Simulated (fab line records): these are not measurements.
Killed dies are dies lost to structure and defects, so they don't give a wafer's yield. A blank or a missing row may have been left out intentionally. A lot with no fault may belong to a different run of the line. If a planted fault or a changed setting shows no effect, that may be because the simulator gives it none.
Split-lot trial | flow rit_cmos | route with 202 steps; 5 lots, 23 wafers read

## ABOUT THE SPLIT
At RIT_ACTIVE_COAT_06 (resist thk 1000 nm), the setting spin_rpm was moved away from the recipe's 3250 rpm on 9 of the 23 wafers read, by +2.2% to +5.0%. This setting was run at the recipe's value on the other wafers.

## FROM THE SPLIT TO THE READING: what the file shows between them, 3 steps
- RIT_ACTIVE_SOFTBAKE_07: time 60 s
- RIT_ACTIVE_EXPOSE_08: exposes mask M1, target cd 1400 nm
- RIT_ACTIVE_DEVELOP_10: develop time 50 s

## THE READING
NOVOLAK_of_ACTIVE_COAT_06.thk_nm (the simulator's own value, which no gauge read), in nm, at RIT_ACTIVE_HARDBAKE_12 (time 60 s). The file does not state a usual value for it. Here, 14 wafers ran the recipe; their average is 882.4 nm with a standard deviation of 2.4 nm.

wafer  | tool, chamber at the split | spin_rpm as run, rpm | against the recipe | NOVOLAK_of_ACTIVE_COAT_06.thk_nm, nm | against lot-mates on the recipe
L074.1 | litho_track-01, 0          | 3250                 | recipe             | 879.4                                | -
L074.2 | litho_track-01, 0          | 3250                 | recipe             | 882.4                                | -
L074.3 | litho_track-01, 0          | 3250                 | recipe             | 883.2                                | -
L074.5 | litho_track-01, 0          | 3250                 | recipe             | 882.8                                | -
L074.6 | litho_track-01, 0          | 3250                 | recipe             | 884.7                                | -
L075.1 | litho_track-01, 0          | 3323                 | +2.2%              | 874.7                                | -8.2
L075.2 | litho_track-01, 0          | 3323                 | +2.2%              | 875.5                                | -7.4
L075.3 | litho_track-01, 0          | 3323                 | +2.2%              | 871.6                                | -11.3
L075.4 | litho_track-01, 0          | 3250                 | recipe             | 881.6                                | -
L075.6 | litho_track-01, 0          | 3250                 | recipe             | 884.2                                | -
L077.1 | litho_track-02, 0          | 3250                 | recipe             | 884.6                                | -
L077.2 | litho_track-02, 0          | 3412                 | +5.0%              | 859.3                                | -24.1
L077.3 | litho_track-02, 0          | 3250                 | recipe             | 882.1                                | -
L077.4 | litho_track-02, 0          | 3412                 | +5.0%              | 863.2                                | -20.1
L077.5 | litho_track-02, 0          | 3412                 | +5.0%              | 860.4                                | -23.0
L078.2 | litho_track-01, 0          | 3250                 | recipe             | 877.2                                | -
L078.3 | litho_track-01, 0          | 3250                 | recipe             | 881.4                                | -
L078.5 | litho_track-01, 0          | 3250                 | recipe             | 879.6                                | -
L085.1 | litho_track-02, 0          | 3250                 | recipe             | 883.9                                | -
L085.3 | litho_track-02, 0          | 3250                 | recipe             | 886.4                                | -
L085.4 | litho_track-02, 0          | 3388                 | +4.2%              | 865.5                                | -19.6
L085.5 | litho_track-02, 0          | 3388                 | +4.2%              | 866.5                                | -18.6
L085.6 | litho_track-02, 0          | 3388                 | +4.2%              | 863.5                                | -21.6

THE FIT
A straight line over all 23 wafers: NOVOLAK_of_ACTIVE_COAT_06.thk_nm changes by -4.18 nm for each +1% of spin_rpm; r = -0.97; the points scatter about the line by 2.2 nm.
The same after taking each lot's own level away (the mean of its wafers on the recipe; 23 wafers): -4.55 nm for each +1%; r = -0.98; scatter 1.7 nm.
The reading moves by 23 nm for the largest change in spin_rpm, on that fit.
From 879.40 to 885.15 nm: that is the span of the lots' own levels, equal to 2.4 times the standard deviation above.
The two slopes agree, so the slope changes little with the lot-to-lot level.
Check: -22.2 nm against its lot-mates is what the line predicts for one of the wafers moved furthest among these (+5.0%) when that wafer is left out of the fit. It came out at -24.1 nm against them.

## THE WHOLE CHAIN: every reading that the file lists as answering this split, in the file's order
step                   | what it does       | reading                                                                           | change (the file's fit)              | r (the file's)
RIT_ACTIVE_COAT_06     | resist thk 1000 nm | NOVOLAK_of_ACTIVE_COAT_06.thk_nm (the simulator's own value, which no gauge read) | -5.15 nm for each +1% of the setting | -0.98
RIT_ACTIVE_HARDBAKE_12 | time 60 s          | NOVOLAK_of_ACTIVE_COAT_06.thk_nm (the simulator's own value, which no gauge read) | -4.51 nm for each +1% of the setting | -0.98

## FILE'S OWN FIT
NOVOLAK_of_ACTIVE_COAT_06.thk_nm changes by -4.51 nm for each +1% of spin_rpm, r = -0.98.
